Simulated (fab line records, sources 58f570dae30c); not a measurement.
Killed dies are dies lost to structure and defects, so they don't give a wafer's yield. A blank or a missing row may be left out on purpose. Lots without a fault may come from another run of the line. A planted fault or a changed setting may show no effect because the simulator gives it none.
fab line records | flow berkeley_cmos170
record lots=7 wafers=21 last_day=11
route steps=331 shown M1@244 V1@254
lots that met no fault: from a run of the same line without faults
start_h: hours from the record's first day to the start of the lot's first wafer shown | wait_h: hours since the lot's step before | " the same as in the row above | L1.1+2: a row that stands for several wafers | - no value, or no start given | * or withheld: withheld | < > ~ a bound
route shown NAME@n: a module of which the file shows steps, and the number in the route of the first | usual: mean/standard deviation of fault-free wafers | same: alike in all rows | chamber/n: place in a boat | sites: the reading at each site | _std_site: their standard deviation | _edge_site: outer sites' mean less inner sites' | radius_mm: how far each site lies from the wafer's centre | mask NAME#n: copy n | behind: the tool/chamber that last shaped the wafer | hold: why the lot was held/for how many hours/how that ended | device: the transistor (n, p or np) that didn't switch | end of line: the same wafers' tests at the end of the route | a step without rows: its recipe alone | killed: dies lost to structure and defects at the first sort, not the wafer's yield | map: a wafer's dies, x killed, . not, _ none there
set.NAME: the setting as run; set.NAME@STEP: as run at that earlier step | model.NAME: the simulator's own value behind a step, which no gauge read
lots at some steps of the route; a table a step, a row a wafer
services: from which hour (start_h, from the record's first day; less than 0 if before it) a tool's chamber was out of use, for how many hours, and why
## steps
# step UCB170_M1_EXPOSE_06
# recipe mask_id=METAL1 target_cd_nm=700 na=0.5 sigma_outer=0.6 source_shape=conventional dose_mj=21
# step UCB170_M1_PEB_07
# recipe peb_temp_c=130 peb_time_s=withheld resist=KrF
# step UCB170_M1_DEVELOP_08
# recipe developer=TMAH develop_time_s=45 resist=KrF dev_temp_c=21
# step UCB170_M1_CD_MEAS_09
# recipe target_cd_nm=700
# usual cd_nm=700.5/1.6
# columns lot.wafer tool chamber start_h wait_h cd_nm
L871.2 cd_sem-01 - 152.08 - 702.0
L871.3 " - " " 702.8
L871.4 " - " " 703.1
L872.1 cd_sem-01 - 159.75 - 705.3
L872.5 " - " " 703.2
L872.6 " - " " 703.8
L874.1 cd_sem-02 - 174.76 - 700.5
L874.2 " - " " 699.8
L874.6 " - " " 700.8
L881.2 cd_sem-02 - 203.73 - 701.6
L881.3 " - " " 700.6
L881.5 " - " " 699.4
L887.1 cd_sem-02 - 241.62 - 699.5
L887.4 " - " " 700.0
L887.6 " - " " 700.0
L888.3 cd_sem-01 - 248.57 - 700.6
L888.5 " - " " 701.9
L888.6 " - " " 701.1
L889.2 cd_sem-02 - 257.74 - 701.2
L889.4 " - " " 700.2
L889.5 " - " " 700.8
# step UCB170_M1_OVL_MEAS_10
# usual M1_OVL=2/5.5
# columns lot.wafer tool chamber start_h wait_h M1_OVL[nm]
L871.2 overlay-02 - 152.19 0.1 1
L871.3 " - " " 6
L871.4 " - " " 3
L872.1 overlay-02 - 159.87 0.1 7
L872.5 " - " " 1
L872.6 " - " " 0
L874.1 overlay-02 - 174.88 0.1 -1
L874.2 " - " " 5
L874.6 " - " " 6
L881.2 overlay-01 - 203.84 0.1 -10
L881.3 " - " " -8
L881.5 " - " " -6
L887.1 overlay-02 - 241.74 0.1 10
L887.4 " - " " 11
L887.6 " - " " -2
L888.3 overlay-01 - 248.66 0.1 4
L888.5 " - " " -2
L888.6 " - " " 4
L889.2 overlay-02 - 257.85 0.1 2
L889.4 " - " " 0
L889.5 " - " " 9
# step UCB170_M1_ETCH_11
# recipe chemistry=N2/H2 target_depth_a=withheld overetch_a=withheld target=BARC time_s=withheld source_w=500 bias_w=100 pressure_mtorr=30 n2_flow_sccm=100 h2_flow_sccm=200
# usual drypump_motor_current_A=5.8/0.34 oes_product_au=1.001/0.023 throttle_valve_pct=13.34/0.13
# columns lot.wafer tool chamber start_h wait_h drypump_motor_current_A oes_product_au throttle_valve_pct
L871.2 rie_diel-04 3 152.22 0.0 5.3 1.012 13.40
L871.3 " 1 " " 5.9 0.985 13.18
L871.4 " 2 " " 5.8 1.030 13.30
L872.1 rie_diel-03 2 159.91 0.0 5.7 0.996 13.38
L872.5 " 3 " " 6.1 0.992 13.25
L872.6 " 2 " " 5.7 1.001 13.37
L874.1 rie_diel-02 3 174.91 0.0 5.3 1.011 13.37
L874.2 " 0 " " 5.6 1.006 13.27
L874.6 " 2 " " 6.2 1.030 13.22
L881.2 rie_diel-04 2 203.87 0.0 5.9 1.021 13.30
L881.3 " 0 " " 6.4 1.017 13.64
L881.5 " 2 " " 5.9 1.009 13.32
L887.1 rie_diel-04 1 241.77 0.0 6.0 0.985 13.19
L887.4 " 2 " " 5.9 1.020 13.31
L887.6 " 0 " " 6.3 1.031 13.65
L888.3 rie_diel-03 0 248.69 0.0 5.7 0.998 13.39
L888.5 " 2 " " 5.8 1.005 13.38
L888.6 " 1 " " 5.5 0.960 13.26
L889.2 rie_diel-03 0 257.88 0.0 5.7 0.995 13.41
L889.4 " 2 " " 5.7 1.012 13.39
L889.5 " 1 " " 5.5 0.960 13.26
# step UCB170_M1_METAL_ETCH_12
# recipe chemistry=Cl2/BCl3 target=Al stop_on=PSG pressure_mtorr=12 target_depth_a=7800 over_etch_frac=0.3 time_s=130 icp_w=600 bias_w=120 Cl2_flow_sccm=90 bcl3_flow_sccm=45
# usual drypump_motor_current_A=5.9/0.59 oes_product_au=0.857/0.014 throttle_valve_pct=24.48/0.28
# columns lot.wafer tool chamber start_h wait_h drypump_motor_current_A oes_product_au rf_hours_counter_h throttle_valve_pct
L871.2 rie_metal-04 0 152.26 - 5.3 0.882 6 24.85
L871.3 " 1 " " 6.1 0.852 - 24.27
L871.4 " 0 " " 5.2 0.882 - 24.84
L872.1 rie_metal-04 1 159.95 - 6.0 0.841 4 24.28
L872.5 " 0 " " 5.3 0.878 - 24.84
L872.6 " 1 " " 6.0 0.834 - 24.29
L874.1 rie_metal-03 1 174.96 - 6.5 0.840 7 24.73
L874.2 " 0 " " 4.8 0.842 15 24.51
L874.6 " 1 " " 6.6 0.839 - 24.73
L881.2 rie_metal-03 1 203.96 - 6.5 0.856 - 24.72
L881.3 " 1 " " 6.6 0.852 - 24.73
L881.5 " 1 " " 6.6 0.852 - 24.72
L887.1 rie_metal-03 1 241.81 - 6.6 0.839 9 24.73
L887.4 " 1 " " 6.6 0.851 - 24.72
L887.6 " 1 " " 6.6 0.845 - 24.73
L888.3 rie_metal-03 1 248.77 - 6.6 0.851 - 24.73
L888.5 " 1 " " 6.5 0.836 - 24.73
L888.6 " 0 " " 4.8 0.845 - 24.38
L889.2 rie_metal-04 0 257.92 - 5.3 0.874 9 24.83
L889.4 " 1 " " 6.0 0.839 - 24.29
L889.5 " 1 " " 6.1 0.836 - 24.28
# step UCB170_M1_STRIP_13
# recipe chemistry=O2 power_w=400 pressure_mtorr=3500 platen_temp_c=withheld o2_flow_sccm=400 overash_fraction=0.5
# usual drypump_motor_current_A=5.8/0.63 oes_product_au=0.720/0.0045
# columns lot.wafer tool chamber start_h wait_h drypump_motor_current_A oes_product_au rf_hours_counter_h
L871.2 plasma_asher-04 0 152.39 0.1 6.5 0.716 46
L871.3 " 1 " " 6.3 0.715 -
L871.4 " 0 " " 6.5 0.720 -
L872.1 plasma_asher-03 1 160.08 0.1 5.8 0.720 39
L872.5 " 0 " " 5.0 0.712 -
L872.6 " 1 " " 5.8 0.712 -
L874.1 plasma_asher-01 1 175.09 0.1 5.9 0.723 8
L874.2 " 0 " " 4.8 0.725 8
L874.6 " 1 " " 5.9 0.717 -
L881.2 plasma_asher-01 1 204.18 0.2 5.9 0.721 10
L881.3 " 1 " " 5.9 0.715 -
L881.5 " 0 " " 4.8 0.717 -
L887.1 plasma_asher-01 1 241.95 0.1 5.9 0.723 14
L887.4 " 0 " " 4.8 0.718 -
L887.6 " 0 " " 4.8 0.720 -
L888.3 plasma_asher-01 0 248.89 0.1 4.8 0.720 -
L888.5 " 1 " " 5.9 0.720 -
L888.6 " 0 " " 4.8 0.717 -
L889.2 plasma_asher-01 1 258.06 0.1 5.9 0.717 16
L889.4 " 1 " " 5.9 0.721 -
L889.5 " 1 " " 5.9 0.725 -
# step UCB170_M1_CD_MEAS_90
# recipe target_cd_nm=700
# usual cd_nm=700.4/2.9
# columns lot.wafer tool chamber start_h wait_h cd_nm
L871.2 cd_sem-02 - 152.51 0.1 702.5
L871.3 " - " " 698.0
L871.4 " - " " 702.6
L872.1 cd_sem-02 - 160.18 0.1 701.6
L872.5 " - " " 703.2
L872.6 " - " " 697.5
L874.1 cd_sem-02 - 175.19 0.1 701.7
L874.2 " - " " 706.2
L874.6 " - " " 703.5
L881.2 cd_sem-02 - 204.30 0.1 702.4
L881.3 " - " " 699.7
L881.5 " - " " 699.6
L887.1 cd_sem-01 - 242.05 0.1 702.3
L887.4 " - " " 705.5
L887.6 " - " " 703.6
L888.3 cd_sem-02 - 249.00 0.1 703.4
L888.5 " - " " 702.6
L888.6 " - " " 702.6
L889.2 cd_sem-02 - 258.18 0.1 701.9
L889.4 " - " " 695.4
L889.5 " - " " 696.7
# step UCB170_M1_ANNEAL_14
# recipe temp_c=400 time_s=1200 ambient=forming_gas
# step UCB170_V1_CVD_00
# recipe material=SiO2 target_thk_nm=2000 temp_c=390 precursor=TEOS/O2 time_s=250 rf_w=550 pressure_mtorr=9000
# usual heater_power_w=257/64
# columns lot.wafer tool chamber start_h wait_h heater_power_w
L871.2 pecvd-04 1 157.51 0.0 219
L871.3 " 2 " " 314
L871.4 " 2 " " 243
L872.1 pecvd-01 2 164.29 0.0 229
L872.5 " 1 " " 343
L872.6 " 2 " " 166
L874.1 pecvd-04 2 179.43 0.0 264
L874.2 " 0 " " 271
L874.6 " 1 " " 262
L881.2 pecvd-04 1 206.88 0.0 233
L881.3 " 2 " " 261
L881.5 " 1 " " 177
L887.1 pecvd-01 1 245.69 0.0 357
L887.4 " 0 " " 150
L887.6 " 1 " " 254
L888.3 pecvd-01 1 252.72 0.0 308
L888.5 " 2 " " 172
L888.6 " 1 " " 364
L889.2 pecvd-01 0 262.88 0.0 150
L889.4 " 1 " " 258
L889.5 " 0 " " 215
# step UCB170_V1_THK_MEAS_01
# recipe reads=SiO2_of_V1_CVD_00
# usual V1_TEOS_THK=1994/26
# columns lot.wafer tool chamber start_h wait_h V1_TEOS_THK[nm]
L871.2 film_metro-02 - 157.68 0.1 1969
L871.3 " - " " 1977
L871.4 " - " " 2003
L872.1 film_metro-04 - 164.45 0.1 1984
L872.5 " - " " 1980
L872.6 " - " " 1963
L874.1 film_metro-04 - 179.60 0.1 1991
L874.2 " - " " 2010
L874.6 " - " " 1999
L881.2 film_metro-04 - 207.04 0.1 1960
L881.3 " - " " 1946
L881.5 " - " " 1990
L887.1 film_metro-04 - 245.84 0.1 1987
L887.4 " - " " 2039
L887.6 " - " " 2012
L888.3 film_metro-02 - 252.89 0.1 1976
L888.5 " - " " 2000
L888.6 " - " " 1987
L889.2 film_metro-04 - 263.05 0.1 1988
L889.4 " - " " 2017
L889.5 " - " " 2001
# step UCB170_V1_CMP_02
# recipe material=SiO2 down_force_psi=6 platen_rpm=60 pad_velocity_m_s=0.75398
# usual motor_current_A=17.2/2.5
# columns lot.wafer tool chamber start_h wait_h motor_current_A model.SiO2_of_V1_CVD_00.thk_nm
L871.3 cmp-01 0 157.73 0.0 17.2 1345
L871.4 " 1 " " 15.0 1354
L871.2 " 2 " " 15.2 1340
L872.1 cmp-01 2 164.61 0.1 15.5 1346
L872.5 " 0 " " 16.4 1346
L872.6 " 1 " " 14.2 1337
L874.2 cmp-01 2 179.99 0.4 15.5 1354
L874.1 " 0 " " 17.2 1347
L874.6 " 2 " " 15.5 1351
L881.3 cmp-02 2 207.09 0.0 18.8 1000
L881.2 " 1 " " 15.6 998.8
L881.5 " 2 " " 19.0 1000
L887.1 cmp-02 1 245.95 0.1 15.0 999.9
L887.4 " 2 " " 19.7 1000
L887.6 " 0 " " 17.1 1001
L888.3 cmp-02 3 253.03 0.1 21.3 1000
L888.5 " 1 " " 15.2 999.1
L888.6 " 2 " " 18.8 1001
L889.4 cmp-01 3 263.10 0.0 21.5 999.4
L889.2 " 1 " " 14.8 1001
L889.5 " 0 " " 17.4 1002
# step UCB170_V1_BOW_MEAS_03
# recipe mode=bow
# usual V1_BOW=20/6.9
# columns lot.wafer tool chamber start_h wait_h V1_BOW[um]
L871.2 film_metro-03 - 158.05 0.2 22
L871.3 " - " " 28
L871.4 " - " " 35
L872.1 film_metro-03 - 164.81 0.1 24
L872.5 " - " " 32
L872.6 " - " " 16
L874.1 film_metro-04 - 180.24 0.1 21
L874.2 " - " " 14
L874.6 " - " " 17
L881.2 film_metro-03 - 207.41 0.1 18
L881.3 " - " " 24
L881.5 " - " " 24
L887.1 film_metro-04 - 246.20 0.2 16
L887.4 " - " " 21
L887.6 " - " " 16
L888.3 film_metro-04 - 253.27 0.2 25
L888.5 " - " " 23
L888.6 " - " " 16
L889.2 film_metro-03 - 263.42 0.2 25
L889.4 " - " " 12
L889.5 " - " " 16
# step UCB170_V1_THK_MEAS_04
# recipe reads=SiO2_of_V1_CVD_00
# usual V1_POLISHED_THK=1000.7/1.3
# columns lot.wafer tool chamber start_h wait_h V1_POLISHED_THK[nm]
L871.2 film_metro-03 - 158.16 0.1 1339.6
L871.3 " - " " 1345.3
L871.4 " - " " 1354.1
L872.1 film_metro-03 - 164.93 0.1 1345.6
L872.5 " - " " 1344.2
L872.6 " - " " 1339.0
L874.1 film_metro-04 - 180.36 0.1 1346.5
L874.2 " - " " 1354.2
L874.6 " - " " 1352.5
L881.2 film_metro-03 - 207.52 0.1 998.3
L881.3 " - " " 1000.5
L881.5 " - " " 1000.6
L887.1 film_metro-04 - 246.32 0.1 999.8
L887.4 " - " " 999.8
L887.6 " - " " 1000.4
L888.3 film_metro-04 - 253.37 0.1 999.8
L888.5 " - " " 999.2
L888.6 " - " " 1001.6
L889.2 film_metro-03 - 263.53 0.1 1001.0
L889.4 " - " " 999.2
L889.5 " - " " 1003.4
# step UCB170_V1_CLEAN_05
# recipe chemistry=DIW
# step UCB170_V1_HMDS_06
# recipe prime_time_s=60 prime_temp_c=100
# step UCB170_V1_COAT_07
# recipe resist=KrF spin_rpm=1500 resist_thk_nm=900
# step UCB170_V1_SOFTBAKE_08
# recipe resist=KrF temp_c=130 time_s=60
# step UCB170_V1_EXPOSE_09
# recipe mask_id=VIA1 target_cd_nm=700 na=0.5 sigma_outer=0.6 source_shape=conventional dose_mj=37
# step UCB170_V1_PEB_10
# recipe peb_temp_c=130 peb_time_s=withheld resist=KrF
# step UCB170_V1_DEVELOP_11
# recipe developer=TMAH develop_time_s=45 resist=KrF dev_temp_c=21
# step UCB170_V1_CD_MEAS_12
# recipe target_cd_nm=700
# usual cd_nm=699.8/1.6
# columns lot.wafer tool chamber start_h wait_h cd_nm
L871.2 cd_sem-01 - 159.24 - 700.7
L871.3 " - " " 700.7
L871.4 " - " " 700.1
L872.1 cd_sem-01 - 166.14 - 700.3
L872.5 " - " " 700.7
L872.6 " - " " 699.6
L874.1 cd_sem-02 - 182.00 - 700.5
L874.2 " - " " 698.3
L874.6 " - " " 698.2
L881.2 cd_sem-01 - 208.90 - 698.7
L881.3 " - " " 699.1
L881.5 " - " " 699.5
L887.1 cd_sem-02 - 248.23 - 696.9
L887.4 " - " " 696.0
L887.6 " - " " 698.2
L888.3 cd_sem-01 - 254.47 - 701.3
L888.5 " - " " 699.5
L888.6 " - " " 700.1
L889.2 cd_sem-01 - 264.75 - 701.9
L889.4 " - " " 701.4
L889.5 " - " " 699.7
# step UCB170_V1_OVL_MEAS_13
# usual V1_OVL=3/5.4
# columns lot.wafer tool chamber start_h wait_h V1_OVL[nm]
L871.2 overlay-02 - 159.35 0.1 0
L871.3 " - " " 4
L871.4 " - " " -2
L872.1 overlay-02 - 166.26 0.1 -5
L872.5 " - " " -7
L872.6 " - " " 8
L874.1 overlay-01 - 182.12 0.1 -9
L874.2 " - " " -9
L874.6 " - " " -9
L881.2 overlay-01 - 209.01 0.1 -3
L881.3 " - " " 4
L881.5 " - " " 5
L887.1 overlay-01 - 248.35 0.1 -2
L887.4 " - " " 7
L887.6 " - " " 6
L888.3 overlay-01 - 254.56 0.1 -9
L888.5 " - " " -3
L888.6 " - " " 5
L889.2 overlay-02 - 264.85 0.1 1
L889.4 " - " " 3
L889.5 " - " " 6
# step UCB170_V1_ETCH_14
# recipe chemistry=CHF3/CF4/Ar target=SiO2 stop_on=Al CHF3_flow_sccm=45 cf4_flow_sccm=15 Ar_flow_sccm=150 pressure_mtorr=200 rf_w=700 target_depth_a=12500 over_etch_frac=0.25 time_s=291
# usual drypump_motor_current_A=5.7/0.42 oes_product_au=0.870/0.016 throttle_valve_pct=6.94/0.051
# columns lot.wafer tool chamber start_h wait_h drypump_motor_current_A oes_product_au rf_hours_counter_h throttle_valve_pct model.etch.depth_nm model.V1.feature_depth_nm
L871.2 rie_diel-02 3 159.38 0.0 5.2 1.017 2 6.98 1287 1287
L871.3 " 0 " " 5.6 1.012 106 6.90 1282 1282
L871.4 " 1 " " 6.4 0.995 77 6.93 1235 1235
L872.1 rie_diel-03 2 166.30 0.0 5.8 1.005 115 6.94 1239 1239
L872.5 " 0 " " 5.7 0.986 - 6.96 1264 1264
L872.6 " 3 " " 6.0 1.000 - 6.84 1232 1232
L874.1 rie_diel-02 2 182.15 0.0 6.2 1.023 80 6.93 1246 1246
L874.2 " 0 " " 5.6 1.002 107 6.90 1249 1249
L874.6 " 0 " " 5.6 0.998 - 6.90 1250 1250
L881.2 rie_diel-03 0 209.04 0.0 5.7 0.851 17 6.96 998.8 999.3
L881.3 " 3 " " 6.1 0.880 141 6.83 1000 1000
L881.5 " 2 " " 5.7 0.877 - 6.94 1000 1000
L887.1 rie_diel-02 0 248.39 0.0 5.6 0.873 110 6.89 999.9 999.9
L887.4 " 3 " " 5.2 0.880 6 6.95 1000 1001
L887.6 " 2 " " 6.2 0.901 - 6.93 1001 1001
L888.3 rie_diel-01 1 254.59 0.0 6.0 0.861 69 6.95 1000 1001
L888.5 " 0 " " 5.6 0.857 - 6.94 999.1 999.1
L888.6 " 1 " " 6.0 0.855 - 6.96 1001 1002
L889.2 rie_diel-03 3 264.88 0.0 6.0 0.878 0 6.83 1001 1001
L889.4 " 2 " " 5.7 0.878 119 6.94 999.4 999.4
L889.5 " 3 " " 6.1 0.875 - 6.83 1002 1002
# step UCB170_V1_STRIP_15
# recipe chemistry=O2 power_w=400 pressure_mtorr=3500 platen_temp_c=withheld o2_flow_sccm=400 overash_fraction=0.5
# usual drypump_motor_current_A=5.9/0.54 oes_product_au=0.722/0.0047 strip_time_to_endpoint_s=15.34/0.13
# columns lot.wafer tool chamber start_h wait_h drypump_motor_current_A oes_product_au rf_hours_counter_h strip_time_to_endpoint_s
L871.2 plasma_asher-02 0 159.56 0.1 5.5 0.724 46 15.15
L871.3 " 0 " " 5.6 0.722 - 15.25
L871.4 " 1 " " 5.3 0.731 - 15.56
L872.1 plasma_asher-04 1 166.48 0.1 6.3 0.715 47 15.34
L872.5 " 1 " " 6.3 0.722 - 15.16
L872.6 " 0 " " 6.5 0.720 - 15.47
L874.1 plasma_asher-04 1 182.33 0.1 6.3 0.730 49 15.37
L874.2 " 0 " " 6.5 0.723 49 15.33
L874.6 " 0 " " 6.5 0.730 - 15.42
L881.2 plasma_asher-03 1 209.22 0.1 5.8 0.716 45 15.11
L881.3 " 1 " " 5.8 0.724 - 15.20
L881.5 " 1 " " 5.8 0.729 - 15.38
L887.1 plasma_asher-04 1 248.56 0.1 6.3 0.720 56 15.38
L887.4 " 0 " " 6.5 0.715 - 15.31
L887.6 " 1 " " 6.3 0.717 - 15.36
L888.3 plasma_asher-04 1 254.80 0.1 6.3 0.729 - 15.12
L888.5 " 1 " " 6.3 0.725 - 15.39
L888.6 " 0 " " 6.5 0.722 - 15.20
L889.2 plasma_asher-04 0 265.06 0.1 6.5 0.720 58 15.37
L889.4 " 0 " " 6.5 0.723 - 15.39
L889.5 " 0 " " 6.5 0.717 - 15.37
## services
# columns tool chamber start_h hours kind
cmp-02 - 136.61 2.2 repair
cmp-02 - 142.24 0.6 repair
plasma_asher-04 - 148.95 2.8 repair
plasma_asher-02 - 160.96 13.1 repair
cmp-01 - 166.15 3.5 repair
rie_diel-03 2 171.13 3.5 repair
cmp-02 - 174.77 5.9 pm
rie_diel-03 3 179.34 10.1 repair
pecvd-01 - 188.41 6.0 pm
rie_diel-02 0 191.67 2.8 repair
rie_diel-04 3 196.93 8.5 repair
pecvd-04 - 202.89 1.9 repair
rie_diel-03 1 215.47 - clean
rie_diel-03 1 215.47 29.8 scheduled_down
rie_diel-03 1 215.47 29.8 vent_cycle
plasma_asher-02 - 225.46 2.8 pm
rie_diel-02 1 226.90 6.2 repair
cmp-02 - 232.00 4.0 pm
plasma_asher-02 - 234.42 0.4 repair
pecvd-04 - 242.50 14.0 pm
rie_metal-03 - 244.35 1.4 pm
rie_diel-03 3 245.25 - clean
rie_diel-03 3 245.25 19.0 scheduled_down
rie_diel-01 0 258.00 3.8 repair
## key
first_sign step=UCB170_V1_THK_MEAS_04 reading=V1_POLISHED_THK direction=up sigmas=99+ usual=1000.7 struck=1346.8
effect step=UCB170_V1_ETCH_14 reading=oes_product_au direction=up sigmas=8.3 usual=0.870 struck=1.004
model_effect step=UCB170_V1_CMP_02 value=SiO2_of_V1_CVD_00.thk_nm without=1002 struck=1347
model_effect step=UCB170_V1_ETCH_14 value=etch.depth_nm without=1002 struck=1254
met_at UCB170_V1_CMP_02
struck_wafers L871.2,L871.3,L871.4,L872.1,L872.5,L872.6,L874.1,L874.2,L874.6
later_rows_left_out L871.2,L871.3,L871.4,L872.1,L872.5,L872.6,L874.1,L874.2,L874.6
sort_left_out L871.2,L871.3,L871.4,L872.1,L872.5,L872.6,L874.1,L874.2,L874.6
fault kind=process_parameter_drift tool=cmp-01 chamber=- onset_h=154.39 steps=UCB170_V1_CMP_02 channel=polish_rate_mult offset=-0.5 shape=step end_h=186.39
# sort_left_out: the simulated sort isn't trusted on such a fault, so these wafers' sort isn't shown, and their yield isn't known
# later_rows_left_out: the simulator's readings of these wafers behind a module that went badly wrong aren't trusted and aren't shown, but for the sort
